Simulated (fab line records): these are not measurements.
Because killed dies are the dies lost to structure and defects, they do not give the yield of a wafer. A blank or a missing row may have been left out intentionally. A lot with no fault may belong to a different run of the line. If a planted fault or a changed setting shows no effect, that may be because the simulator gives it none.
Struck lot and sound lot, side by side | flow rit-cmos | 44 out of 202 route steps
Sound: the wafers L501.1, L501.5, L501.6. Wafers struck: L495.1, L495.3, L495.4. The cause is named last.
At each step with rows: each side's tool, then ch and its chambers, then its first start. Under that, the readings that differ: sound wafers | struck wafers | difference of the means | sigmas: that difference in standard deviations of wafers without a fault.
alike: words and numbers the same on both sides, and readings whose means are apart by under 2 such deviations; not compared: readings that were withheld, readings missing a value for some wafer, numbers with overlapping values and no deviation given by the record, and bounds like >300 which may hide the same value.
A row with sigmas, a row that says differs or no value, or rows on one side alone: a step with any of these is where the two part. Numbers that have no deviation but don't overlap get no sigmas and don't part them. A reading missing from all wafers of one side parts the sides only when that side holds two or more wafers.

first, 4 steps without rows for these wafers: RIT_PLDD_SOFTBAKE_02 (time 60 s); RIT_PLDD_EXPOSE_03 (exposes mask M8, target cd 40900 nm); RIT_PLDD_PEB_04; RIT_PLDD_DEVELOP_05 (develop time 50 s).
RIT_PLDD_OVL_MEAS_06:
  struck on overlay-01, day 4 12:43; sound on overlay-02, day 5 19:40
  alike: PLDD_OVL
then, 2 steps without rows for these wafers: RIT_PLDD_HARDBAKE_07 (time 60 s); RIT_PLDD_IMPLANT_08.
RIT_PLDD_STRIP_09: strips in O2, time 180 s.
  sound on plasma-asher-03 ch 0,1, day 5 20:00; struck on plasma-asher-03 ch 0,1, day 4 13:04
  alike: drypump-motor-current-A
  not compared: rf-hours-counter-h
RIT_PLDD_TW_MEAS_10:
  struck on film-metro-04, day 4 13:14; sound on film-metro-03, day 5 20:10
  alike: PLDD_TW
then, 3 steps without rows for these wafers: RIT_SPACER_CLEAN_00 (cleans in SC1, time 600 s); RIT_SPACER_CLEAN_01 (cleans in dHF, time 30 s); RIT_SPACER_CLEAN_02 (cleans in SC2, time 600 s).
RIT_SPACER_CVD_03: deposits Si3N4 from SiH2Cl2/NH3, target thk 250 nm, time 3300 s.
  sound on lpcvd-02 ch 1, day 5 20:46; struck on lpcvd-01 ch 0, day 4 14:02
  reading                                  | sound             | struck            | difference | sigmas
  nh3-flow-sccm (sccm)                     | 150.3 149.7 150.4 | 179.9 180.1 179.7 | +29.8      | +61
  model.Si3N4_of_SPACER_CVD_03.thk-nm (nm) | 248.9 247.3 250   | 286.8 286 286.8   | +37.8      |
  alike: spike-tc-centre-C
RIT_SPACER_THK_MEAS_04:
  struck on film-metro-03, day 4 15:57; sound on film-metro-01, day 5 22:41
  reading                 | sound             | struck            | difference | sigmas
  SPACER_NITRIDE_THK (nm) | 248.9 247.3 250.0 | 286.9 286.2 286.8 | +37.9      | +16
RIT_SPACER_ETCHBACK_05: etches Si3N4 in SF6/CHF3, stops on SiO2, target depth 250 nm, time 240 s.
  sound on rie-diel-01 ch 2,3, day 5 22:45; struck on rie-diel-02 ch 0,2,3, day 4 16:01
  reading                  | sound             | struck            | difference | sigmas
  oes-product-au (a.u.)    | 0.813 0.815 0.861 | 0.919 0.933 0.928 | +0.097     | +6
  model.etch.depth-nm (nm) | 248.9 247.3 250   | 286.8 286 286.8   | +37.8      |
  alike: CHF3_flow_sccm, drypump-motor-current-A, throttle-valve-pct
  not compared: rf-hours-counter-h
then, 2 steps without rows for these wafers: RIT_NSD_HMDS_00 (prime time 60 s); RIT_NSD_COAT_01 (resist thk 1000 nm).
RIT_NSD_SOFTBAKE_02: time 61.69 s.
  sound on litho-track-04 ch 0, day 5 23:12; struck on litho-track-03 ch 0, day 4 16:28
  alike: plate-sensor-t-centre-C, plate-sensor-t-edge-C, resist-line-temp-C
then, 3 steps without rows for these wafers: RIT_NSD_EXPOSE_03 (exposes mask M9, target cd 40700 nm); RIT_NSD_PEB_04; RIT_NSD_DEVELOP_05 (develop time 50 s).
RIT_NSD_OVL_MEAS_06:
  struck on overlay-02, day 4 17:01; sound on overlay-01, day 5 23:56
  reading      | sound        | struck      | difference | sigmas
  NSD_OVL (nm) | -0.4 0.8 2.9 | 4.6 4.3 3.3 | +3.0       | +2
then, 2 steps without rows for these wafers: RIT_NSD_HARDBAKE_07 (time 60 s); RIT_NSD_IMPLANT_08.
RIT_NSD_STRIP_09: strips in O2, time 180 s.
  sound on plasma-asher-01 ch 0,1, day 6 00:16; struck on plasma-asher-01 ch 0,1, day 4 17:21
  alike: drypump-motor-current-A
  not compared: rf-hours-counter-h
RIT_NSD_TW_MEAS_10:
  struck on film-metro-03, day 4 17:31; sound on film-metro-03, day 6 00:26
  alike: NSD_TW
then, 6 steps without rows for these wafers: RIT_PSD_HMDS_00 (prime time 60 s); RIT_PSD_COAT_01 (resist thk 1000 nm); RIT_PSD_SOFTBAKE_02 (time 60 s); RIT_PSD_EXPOSE_03 (exposes mask M10, target cd 40900 nm); RIT_PSD_PEB_04; RIT_PSD_DEVELOP_05 (develop time 50 s).
RIT_PSD_OVL_MEAS_06:
  struck on overlay-01, day 4 18:26; sound on overlay-02, day 6 01:28
  alike: PSD_OVL
then, 2 steps without rows for these wafers: RIT_PSD_HARDBAKE_07 (time 60 s); RIT_PSD_IMPLANT_08.
RIT_PSD_STRIP_09: strips in O2, time 180 s.
  sound on plasma-asher-01 ch 0,1, day 6 01:49; struck on plasma-asher-03 ch 0,1, day 4 18:46
  alike: drypump-motor-current-A
  not compared: rf-hours-counter-h
RIT_PSD_TW_MEAS_10:
  struck on film-metro-03, day 4 18:56; sound on film-metro-04, day 6 01:59
  alike: PSD_TW
then, 3 steps without rows for these wafers: RIT_SDANNEAL_CLEAN_00 (cleans in SC1, time 600 s); RIT_SDANNEAL_CLEAN_01 (cleans in dHF, time 30 s); RIT_SDANNEAL_CLEAN_02 (cleans in SC2, time 600 s).
RIT_SDANNEAL_RTA_03: time 5 s.
  sound on rtp-anneal-02 ch 0, day 6 02:35; struck on rtp-anneal-02 ch 0, day 4 19:32
  alike: wafer_temp_C_max
RIT_SDANNEAL_RS_MEAS_04: the measuring method here is four-point-probe.
  struck on film-metro-04, day 4 19:36; sound on film-metro-03, day 6 02:39
  alike: PSD_RS
RIT_SILICIDE_WET_ETCH_00: etches SiO2 in BOE, target depth 14 nm, time 15 s.
  sound on wet-bench-01 ch 3, day 6 03:08; struck on wet-bench-03 ch 2, day 4 20:05
  reading                                  | sound             | struck            | difference | sigmas
  model.Si3N4_of_SPACER_CVD_03.thk-nm (nm) | 193.6 191.5 193.5 | 225.1 222.9 223.1 | +30.8      |
  alike: bath-heat-duty-pct
RIT_M1_PROBE_99:
  struck on prober-02, day 5 04:21; sound on prober-02, day 6 10:23
  reading                              | sound               | struck               | difference | sigmas
  model.etest.pplus-sal.width-nm (nm)  | 3451 3434 3464      | 3311 3365 3370       | -101       |
  model.etest.nplus-sal.width-nm (nm)  | 3425 3457 3434      | 3326 3365 3344       | -94        |
  model.etest.nmos_0p15.r-on-ohm-um    | 1139 1150 1141      | 1083 1055 1088       | -68        |
  model.etest.nwell-pinched.rs-ohm-sq  | 344.8 348.9 348.7   | 318.4 324.4 326.3    | -24.4      |
  model.etest.pwell-pinched.rs-ohm-sq  | 458.6 463.4 456.8   | 433.1 437.6 435.8    | -24.1      |
  model.etest.nmos_0p3.drive-ua-um     | 225.5 230.8 229.8   | 203.2 207 207.2      | -22.9      |
  model.etest.contact-nplus.end-ohm-um | 40.74 41.54 41.67   | 36.52 36.85 36.43    | -4.72      |
  model.etest.field-p-metal.vt-v (V)   | -28.58 -28.09 -28.6 | -29.45 -29.28 -29.23 | -0.90      |
  alike: killed_at_M0_to_M3, killed-at-front-end, killed-dies, killed-open, killed-short

## WHERE THEY PART
Earliest at RIT_SPACER_CVD_03; latest, in this record, at RIT_NSD_OVL_MEAS_06. Later steps at which nothing parts them and some readings are alike: RIT_NSD_STRIP_09, RIT_NSD_TW_MEAS_10, RIT_PSD_OVL_MEAS_06, RIT_PSD_STRIP_09, RIT_PSD_TW_MEAS_10, RIT_SDANNEAL_RTA_03, RIT_SDANNEAL_RS_MEAS_04, RIT_SILICIDE_WET_ETCH_00, RIT_M1_PROBE_99.

WHY: whatever the simulator had introduced
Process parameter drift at RIT_SPACER_CVD_03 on lpcvd-01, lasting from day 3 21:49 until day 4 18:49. The setting nh3-flow-sccm was moved by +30, starting from 150. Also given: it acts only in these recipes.
